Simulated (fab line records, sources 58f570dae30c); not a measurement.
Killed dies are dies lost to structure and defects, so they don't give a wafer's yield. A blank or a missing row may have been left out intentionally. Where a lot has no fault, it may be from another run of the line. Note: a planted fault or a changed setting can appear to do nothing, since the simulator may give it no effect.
One fault seen from 2 desks :: flow berkeley-cmos170 :: every desk sees just its own numbers, and what lay behind them comes last

## FROM THE METROLOGY DESK
Lot by lot, what the gauges showed, no matter which tool ran the lot: averages of those sampled wafers that carry a number. If a lot's mean is further than 4 standard deviations from the usual mean, the lot is out of limits and carries the mark OUT (the distance appears in the brackets).
Columns: A = NWELL_OXIDE_THK at UCB170_NWELL_THK_MEAS_02, usual 26.1 nm; B = PWELL_TW at UCB170_PWELL_TW_MEAS_17, usual 379; C = cd-nm at UCB170_CONTACT_CD_MEAS_15, usual 700.0 nm
lot: L826
first seen here: day 1 19:15
A: 25.5
B: 377
C: 701.6

lot: L827
first seen here: day 2 00:34
A: 26.8
B: 378
C: 701.3

lot: L828
first seen here: day 2 06:37
A: 26.3
B: 379
C: 699.7

lot: L830
first seen here: day 2 17:34
A: 25.8
B: 378
C: 699.3

lot: L831
first seen here: day 3 00:37
A: 26.6
B: 376
C: 701.9

lot: L832
first seen here: day 3 10:11
A: 26.9
B: 376
C: 698.1

lot: L833
first seen here: day 3 11:31
A: 26.0
B: 385
C: 699.4

lot: L834
first seen here: day 3 18:49
A: 26.0
B: 386
C: 698.4

lot: L835
first seen here: day 3 18:50
A: 26.4
B: 385
C: 700.9

lot: L836
first seen here: day 3 23:38
A: 26.7
B: 377
C: 700.0

lot: L837
first seen here: day 4 11:07
A: 26.5
B: 382
C: 698.2

lot: L840
first seen here: day 4 19:13
A: 26.2
B: 376
C: 697.6

lot: L842
first seen here: day 5 04:46
A: 25.7
B: 315 (-19) OUT
C: 700.7

lot: L843
first seen here: day 5 12:33
A: 25.6
B: 314 (-19) OUT
C: 701.7
This desk's finding: out of limits on L842, L843; first on L842, day 6 04:12 (PWELL_TW at UCB170_PWELL_TW_MEAS_17). L826, L827, L828, L830, L831, L832, L833, L834, L835, L836, L837, L840 stayed within limits.

## TOOL OWNER'S DESK, implanter-04
The tool's own readings at UCB170_PWELL_IMPLANT_15: means of the sampled wafers that have a number, for each lot that ran on this tool. If a lot's mean is further than 4 standard deviations from the usual mean, the lot is out of limits and carries the mark OUT (the distance appears in the brackets).
Columns: A = dose-ions-cm2 at UCB170_PWELL_IMPLANT_15, usual 5.001e+12; B = faraday-current-uA at UCB170_PWELL_IMPLANT_15, usual 15.9
lot: L827
first seen here: day 3 01:10
A: 5.003e+12
B: 16.1

lot: L831
first seen here: day 4 01:22
A: 5.004e+12
B: 15.7

lot: L832
first seen here: day 4 08:56
A: 5.005e+12
B: 15.7

lot: L833
first seen here: day 4 22:17
A: 5.002e+12
B: 16.2

lot: L836
first seen here: day 5 05:20
A: 5.003e+12
B: 16.2

lot: L837
first seen here: day 5 15:15
A: 5.002e+12
B: 16.0

lot: L840
first seen here: day 5 20:24
A: 5.004e+12
B: 15.7

lot: L842
first seen here: day 6 03:57
A: 2.701e+12 (-99 or more) OUT
B: 8.5 (-24) OUT

lot: L843
first seen here: day 6 14:31
A: 2.706e+12 (-99 or more) OUT
B: 8.5 (-24) OUT
This desk finds L842, L843 out of limits, L842 being first, at day 6 03:57 (dose-ions-cm2 at UCB170_PWELL_IMPLANT_15). L827, L831, L832, L833, L836, L837, L840 stayed within limits.

## TAKEN TOGETHER
An alarm could have come from the tool owner's desk at day 6 03:57, on L842, L843.
The metrology desk could have raised an alarm at day 6 04:12, on L842, L843.
All the named lots went through UCB170_PWELL_IMPLANT_15 on implanter-04.

## WHAT THE SIMULATOR PUT IN
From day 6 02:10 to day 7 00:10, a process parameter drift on implanter-04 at UCB170_PWELL_IMPLANT_15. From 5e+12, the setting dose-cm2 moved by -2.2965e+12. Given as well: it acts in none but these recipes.
Shown lots that were struck: L842, L843.
Fault start to first reading out of limits, in hours, per desk: tool owner, 2; metrology, 2.
